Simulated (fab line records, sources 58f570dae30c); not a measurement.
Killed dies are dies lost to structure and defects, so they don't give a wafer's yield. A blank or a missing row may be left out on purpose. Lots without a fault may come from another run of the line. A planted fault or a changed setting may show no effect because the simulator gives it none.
fab line records | flow berkeley_cmos170
record lots=6 wafers=18 last_day=11
route steps=331 shown NWELL@33 PWELL@34
lots that met no fault: from a run of the same line without faults
start_h: hours from the record's first day to the start of the lot's first wafer shown | wait_h: hours since the lot's step before | " the same as in the row above | L1.1+2: a row that stands for several wafers | - no value, or no start given | * or withheld: withheld | < > ~ a bound
route shown NAME@n: a module of which the file shows steps, and the number in the route of the first | usual: mean/standard deviation of fault-free wafers | same: alike in all rows | chamber/n: place in a boat | sites: the reading at each site | _std_site: their standard deviation | _edge_site: outer sites' mean less inner sites' | radius_mm: how far each site lies from the wafer's centre | mask NAME#n: copy n | behind: the tool/chamber that last shaped the wafer | hold: why the lot was held/for how many hours/how that ended | device: the transistor (n, p or np) that didn't switch | end of line: the same wafers' tests at the end of the route | a step without rows: its recipe alone | killed: dies lost to structure and defects at the first sort, not the wafer's yield | map: a wafer's dies, x killed, . not, _ none there
set.NAME: the setting as run; set.NAME@STEP: as run at that earlier step | model.NAME: the simulator's own value behind a step, which no gauge read
lots at some steps of the route; a table a step, a row a wafer
## steps
# step UCB170_NWELL_WET_ETCH_19
# recipe chemistry=BOE dilution=5:1 target=SiO2 temp_c=25 time_s=22
# step UCB170_PWELL_CLEAN_00
# recipe chemistry=SPM temp_c=120 time_s=600
# step UCB170_PWELL_CLEAN_01
# recipe chemistry=dHF dilution=25:1 time_s=60
# step UCB170_PWELL_OXIDATION_02
# recipe temp_c=1000 ambient=O2 target_thk_a=264 ox_time_s=1260
# step UCB170_PWELL_THK_MEAS_03
# recipe reads=SiO2_of_PWELL_OXIDATION_02
# usual PWELL_OXIDE_THK=26.4/0.44
# columns lot.wafer tool chamber start_h wait_h PWELL_OXIDE_THK[nm]
L139.1 film_metro-02 - 39.01 0.0 27.2
L139.3 " - " " 26.9
L139.6 " - " " 27.0
L141.4 film_metro-01 - 55.22 0.0 25.6
L141.5 " - " " 26.1
L141.6 " - " " 25.7
L152.2 film_metro-04 - 105.79 0.0 26.7
L152.3 " - " " 26.6
L152.6 " - " " 26.8
L153.3 film_metro-04 - 112.33 0.0 26.5
L153.4 " - " " 26.5
L153.6 " - " " 25.8
L157.1 film_metro-01 - 133.87 0.0 26.5
L157.3 " - " " 26.0
L157.5 " - " " 26.1
L158.4 film_metro-02 - 154.17 0.0 26.3
L158.5 " - " " 25.6
L158.6 " - " " 25.8
# step UCB170_PWELL_ANNEAL_04
# recipe temp_c=1000 time_s=900 ambient=N2
# step UCB170_PWELL_CVD_05
# recipe material=Si3N4 target_thk_nm=220 temp_c=800 precursor=SiH2Cl2/NH3 time_s=3300 pressure_mtorr=200 sih2cl2_flow_sccm=25 nh3_flow_sccm=75
# step UCB170_PWELL_THK_MEAS_06
# recipe reads=Si3N4_of_PWELL_CVD_05
# usual PWELL_NITRIDE_THK=219.9/2.3
# columns lot.wafer tool chamber start_h wait_h PWELL_NITRIDE_THK[nm]
L139.1 film_metro-04 - 45.43 0.0 219.4
L139.3 " - " " 221.0
L139.6 " - " " 221.9
L141.4 film_metro-01 - 62.36 0.0 220.7
L141.5 " - " " 221.0
L141.6 " - " " 220.6
L152.2 film_metro-01 - 114.26 0.0 217.2
L152.3 " - " " 216.2
L152.6 " - " " 218.0
L153.3 film_metro-02 - 124.55 0.0 216.7
L153.4 " - " " 218.8
L153.6 " - " " 217.5
L157.1 film_metro-02 - 141.99 0.0 221.7
L157.3 " - " " 221.2
L157.5 " - " " 220.5
L158.4 film_metro-01 - 159.00 0.0 219.9
L158.5 " - " " 220.8
L158.6 " - " " 220.8
# step UCB170_PWELL_HMDS_07
# recipe prime_time_s=60 prime_temp_c=100
# step UCB170_PWELL_COAT_08
# recipe resist=KrF spin_rpm=1500 resist_thk_nm=900
# step UCB170_PWELL_SOFTBAKE_09
# recipe resist=KrF temp_c=130 time_s=60
# step UCB170_PWELL_EXPOSE_10
# recipe mask_id=PWELL target_cd_nm=3000 na=0.5 sigma_outer=0.6 source_shape=conventional dose_mj=19
# step UCB170_PWELL_PEB_11
# recipe peb_temp_c=130 peb_time_s=withheld resist=KrF
# usual chill_plate_temp_C=23.01/0.098 exhaust_pa=45.0/0.91
# columns lot.wafer tool chamber start_h wait_h chill_plate_temp_C exhaust_pa
L139.1 litho_track-03 0 46.68 0.7 23.00 44.5
L139.3 " 0 " " 22.90 44.1
L139.6 " 0 " " 22.97 43.8
L141.4 litho_track-01 0 63.97 0.7 23.05 45.2
L141.5 " 0 " " 22.96 46.2
L141.6 " 0 " " 22.98 45.1
L152.2 litho_track-03 - 115.23 0.4 - -
L152.3 " - " " - -
L152.6 " - " " - -
L153.3 litho_track-02 - 125.33 0.1 - -
L153.4 " - " " - -
L153.6 " - " " - -
L157.1 litho_track-03 0 142.91 0.1 22.96 44.6
L157.3 " 0 " " 22.96 44.8
L157.5 " 0 " " 23.02 45.5
L158.4 litho_track-02 0 159.67 0.1 23.02 45.4
L158.5 " 0 " " 23.09 45.9
L158.6 " 0 " " 22.95 44.9
# step UCB170_PWELL_DEVELOP_12
# recipe developer=TMAH develop_time_s=45 resist=KrF dev_temp_c=21
## key
first_sign step=UCB170_PWELL_PEB_11 reading=tool_record direction=missing
effect none on later readings
met_at UCB170_PWELL_PEB_11
struck_wafers L152.2,L152.3,L152.6,L153.3,L153.4,L153.6
later_rows_left_out L152.2,L152.3,L152.6,L153.3,L153.4,L153.6
sort_left_out L152.2,L152.3,L152.6,L153.3,L153.4,L153.6
tester_left_out L152,L153
onset_between 46.68 115.23
fault kind=skipped_step_whole tool=litho_track-02,litho_track-03 chamber=- onset_h=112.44 steps=UCB170_PWELL_PEB_11 scope=struck_lots_only
# tester_left_out: of these lots the tester's yield and bins aren't shown, on N5 and GAA mostly nor the transistor test; their killed dies are dies lost to structure and defects alone, not to doping, threshold or leakage, so they don't give the yield
# sort_left_out: the simulated sort isn't trusted on such a fault, so these wafers' sort isn't shown, and their yield isn't known
# later_rows_left_out: the simulator's readings of these wafers behind a module that went badly wrong aren't trusted and aren't shown, but for the sort
